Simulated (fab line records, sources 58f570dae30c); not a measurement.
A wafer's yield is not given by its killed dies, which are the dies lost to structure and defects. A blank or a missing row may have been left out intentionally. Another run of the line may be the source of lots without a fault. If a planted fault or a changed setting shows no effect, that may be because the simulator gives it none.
Which tool was responsible?	flow berkeley cmos170	18 wafers from 6 lots sampled at 3 of the route's 331 steps

## WHAT EACH GAUGE READ, for each wafer
UCB170_M3_CD_MEAS_90 targets a cd of 700 nm.
lot	measured	on	cd nm (nm)
L260	day 8 03:47	cd sem-02	701 704 702
L267	day 9 13:47	cd sem-02	684 685 685
L272	day 10 00:44	cd sem-01	701 699 700
L274	day 10 21:59	cd sem-02	705 704 699
L278	day 11 21:12	cd sem-02	699 703 698
L283	day 13 00:31	cd sem-01	703 701 705

## WHAT TOOL EACH LOT RAN ON (gives the tool, then ch and the chambers of the sampled wafers, and finally the start)
lot	UCB170_M3_METAL_ETCH_18	UCB170_M3_STRIP_19
L260	rie metal-04 ch 0, day 8 03:16	plasma asher-01 ch 0,1, day 8 03:38
L267	rie metal-03 ch 0,1, day 9 13:26	plasma asher-01 ch 0,1, day 9 13:35
L272	rie metal-04 ch 0,1, day 10 00:27	plasma asher-01 ch 0,1, day 10 00:36
L274	rie metal-02 ch 0,1, day 10 21:43	plasma asher-01 ch 0,1, day 10 21:52
L278	rie metal-02 ch 0,1, day 11 20:53	plasma asher-03 ch 0,1, day 11 21:05
L283	rie metal-04 ch 0, day 13 00:02	plasma asher-03 ch 0,1, day 13 00:25
- UCB170_M3_METAL_ETCH_18: etches Al in Cl2/BCl3, stops on SiO2, target depth 1170 nm, time 195 s.
- UCB170_M3_STRIP_19: strips in O2.

## THE ANSWER, worked out from the rows above alone
Rule: what is usual is taken from the lots themselves. The widest of any qualifying gaps counts: lots, ordered by their means at a reading, are off when they make up no more than a third of the lots, leave a main group of 4 or more, and stand apart from it by 3 or more times the standard deviation of that group's means. A main group whose means are all the same, to the digits that the tables above print for the reading, isn't used. Also off: a lot with no number at a reading for which 4 or more lots have one. Any other lot the step has rows for is counted as sound.
Off: L267 (UCB170_M3_CD_MEAS_90, cd nm). For the main group the mean is 702 nm and the standard deviation 1.3.
A tool fits if, at a process step before that reading, it ran every lot that is off, and no sound lot after the first of them. Those tools and the gauges at UCB170_M3_CD_MEAS_90 are tried in the same way. One fits: rie metal-03 at UCB170_M3_METAL_ETCH_18. It ran no sound lot before its first lot that is off in this sample, so the start can't be narrowed down.

## WHAT THE SIMULATOR HAD INSERTED
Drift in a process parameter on rie metal-03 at UCB170_M3_METAL_ETCH_18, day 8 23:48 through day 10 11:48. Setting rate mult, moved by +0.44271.
Struck lots among those shown: L267. This agrees with what the rule above found.
